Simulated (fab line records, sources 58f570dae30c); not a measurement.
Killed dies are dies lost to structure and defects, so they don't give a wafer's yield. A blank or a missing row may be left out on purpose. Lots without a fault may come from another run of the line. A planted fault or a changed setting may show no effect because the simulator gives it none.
Which tool did it? | flow berkeley_cmos170 | 14 lots, 41 wafers sampled, at 4 steps of a route of 331

WHAT THE GAUGES READ, wafer by wafer
UCB170_NVT_OVL_MEAS_06.
lot  | measured    | on         | NVT_OVL (nm)
L406 | day 5 08:04 | overlay-01 | 3 6 12
L408 | day 6 07:07 | overlay-02 | 4 6 5
L410 | day 6 07:11 | overlay-01 | 11 13 12
L411 | day 6 06:40 | overlay-02 | 2 3 2
L412 | day 7 01:16 | overlay-01 | 7 9 3
L414 | day 7 09:19 | overlay-02 | 4 9 8
L417 | day 7 09:06 | overlay-02 | 4 9 4
L415 | day 7 09:23 | overlay-02 | -3 1 0
L421 | day 8 11:47 | overlay-02 | 4 4
L420 | day 8 12:03 | overlay-02 | 6 5 5
L424 | day 8 22:54 | overlay-02 | 1 1 -1
L427 | day 9 15:10 | overlay-01 | 3 4 4
L425 | day 9 14:56 | overlay-02 | 4 -2 5
L426 | day 9 14:41 | overlay-01 | 4 1 6

UCB170_PVT_TW_MEAS_09.
lot  | measured    | on            | PVT_TW
L406 | day 5 10:07 | film_metro-04 | 509 509 510
L408 | day 6 09:59 | film_metro-04 | 511 510 515
L410 | day 6 09:53 | film_metro-03 | 500 499 502
L411 | day 6 08:26 | film_metro-02 | 511 512 510
L412 | day 7 03:19 | film_metro-02 | 513 513 514
L414 | day 7 12:42 | film_metro-04 | 509 509 508
L417 | day 7 12:42 | film_metro-02 | 513 513 515
L415 | day 7 12:28 | film_metro-02 | 514 514 512
L421 | day 8 15:00 | film_metro-02 | 509 510
L420 | day 8 15:16 | film_metro-03 | 500 500 501
L424 | day 9 00:45 | film_metro-02 | 510 513 512
L427 | day 9 18:51 | film_metro-04 | 511 508 510
L425 | day 9 18:07 | film_metro-03 | 505 505 504
L426 | day 9 17:56 | film_metro-03 | 502 507 505

WHICH TOOL RAN EACH LOT (tool, then ch and the chambers of the sampled wafers, then the start)
lot  | UCB170_PFIELD_STRIP_08              | UCB170_PVT_DEVELOP_05
L406 | plasma_asher-04 ch 0,1, day 4 04:18 | litho_track-03 ch 0, day 5 09:00
L408 | plasma_asher-04 ch 0,1, day 5 04:29 | litho_track-02 ch 0, day 6 09:00
L410 | plasma_asher-02 ch 0,1, day 5 04:41 | litho_track-04 ch 0, day 6 09:00
L411 | plasma_asher-02 ch 0,1, day 5 06:12 | litho_track-04 ch 0, day 6 08:00
L412 | plasma_asher-02 ch 1, day 5 20:20   | litho_track-02 ch 0, day 7 02:00
L414 | plasma_asher-02 ch 0,1, day 6 06:11 | litho_track-03 ch 0, day 7 12:00
L417 | plasma_asher-01 ch 0,1, day 6 06:55 | litho_track-02 ch 0, day 7 12:00
L415 | plasma_asher-04 ch 0,1, day 6 07:01 | litho_track-04 ch 0, day 7 12:00
L421 | plasma_asher-01 ch 1, day 7 09:40   | litho_track-03 ch 0, day 8 14:00
L420 | plasma_asher-02 ch 0, day 7 09:45   | litho_track-03 ch 0, day 8 14:00
L424 | plasma_asher-04 ch 0,1, day 7 16:39 | litho_track-02 ch 0, day 9 00:00
L427 | plasma_asher-02 ch 0,1, day 8 12:23 | litho_track-02 ch 0, day 9 18:00
L425 | plasma_asher-04 ch 0,1, day 8 12:39 | litho_track-02 ch 0, day 9 17:00
L426 | plasma_asher-02 ch 0,1, day 8 13:25 | litho_track-04 ch 0, day 9 17:00
- UCB170_PFIELD_STRIP_08: strips in O2.
- UCB170_PVT_DEVELOP_05: develop time 45 s.

WHAT THE TOOLS THEMSELVES READ (means of the sampled wafers that have a number; where no wafer has one, the mark that the record gives instead)
UCB170_PFIELD_STRIP_08.
lot  | tool            | drypump_motor_current_A (A) | oes_product_au (a.u.) | strip_time_to_endpoint_s (s)
L406 | plasma_asher-04 | 6.1                         | 0.730                 | 21.58
L408 | plasma_asher-04 | 6.1                         | 0.739                 | 21.56
L410 | plasma_asher-02 | 5.7                         | 0.733                 | 21.56
L411 | plasma_asher-02 | 5.7                         | 0.735                 | 21.54
L412 | plasma_asher-02 | 6.4                         | 0.739                 | 21.60
L414 | plasma_asher-02 | 6.0                         | 0.732                 | 21.64
L417 | plasma_asher-01 | 5.8                         | 0.739                 | 21.71
L415 | plasma_asher-04 | 6.1                         | 0.731                 | 21.47
L421 | plasma_asher-01 | 6.2                         | 0.740                 | 21.63
L420 | plasma_asher-02 | 5.3                         | 0.733                 | 21.62
L424 | plasma_asher-04 | 6.2                         | 0.737                 | 21.53
L427 | plasma_asher-02 | 6.0                         | 0.737                 | 21.57
L425 | plasma_asher-04 | 6.1                         | 0.729                 | 21.63
L426 | plasma_asher-02 | 5.7                         | 0.739                 | 21.56

UCB170_PVT_DEVELOP_05.
lot  | tool           | developer_temp_C (C)
L406 | litho_track-03 | 21.05
L408 | litho_track-02 | 21.01
L410 | litho_track-04 | 21.09
L411 | litho_track-04 | 21.05
L412 | litho_track-02 | 20.92
L414 | litho_track-03 | 21.07
L417 | litho_track-02 | 21.13
L415 | litho_track-04 | 20.89
L421 | litho_track-03 | 21.80
L420 | litho_track-03 | 21.83
L424 | litho_track-02 | 20.96
L427 | litho_track-02 | 21.22
L425 | litho_track-02 | 20.92
L426 | litho_track-04 | 21.10

THE ANSWER, worked out from the rows above alone
Rule: what is usual is taken from the lots themselves. Put in order of their means at a reading, lots are off if they are a third of the lots or fewer, leave a main group of 4 or more, and stand apart from it by a gap of 3 or more times the standard deviation of the main group's means; of several such gaps the widest counts. A main group whose means are all the same, to the digits that the tables above print for the reading, isn't used. A lot without any number at a reading at which 4 lots or more have one is off too. The other lots that the step has rows for count as sound. The gauges are gone through in route order, then the tools' own readings, and for those a lot's mean is taken as printed above. The first step at which some lot is off is used, and at that step the reading that is off furthest; a lot without a number counts as furthest.
Off: L421, L420, at UCB170_PVT_DEVELOP_05 (developer_temp_C). The main group: mean 21.03 C, standard deviation 0.094.
A tool fits if, at that step or a process step before it, it ran every lot that is off, and no sound lot after the first of them. One fits: litho_track-03 at UCB170_PVT_DEVELOP_05. Its last sound lot is L414 (day 7 12:00), its first lot that is off L421 (day 8 14:00): a fault that began between those two fits.
The tool's own readings at UCB170_PVT_DEVELOP_05 bear it out: on the lots that are off they differ by more than 5 times the standard deviation of the sound lots' means. developer_temp_C reads 21.81 C there against 21.03 C on the sound lots.

WHAT THE SIMULATOR HAD PUT IN
Process parameter drift: litho_track-03, from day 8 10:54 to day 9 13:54, at UCB170_PVT_DEVELOP_05. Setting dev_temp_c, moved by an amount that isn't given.
Lots struck among those shown: L421, L420. The rule above found the same.
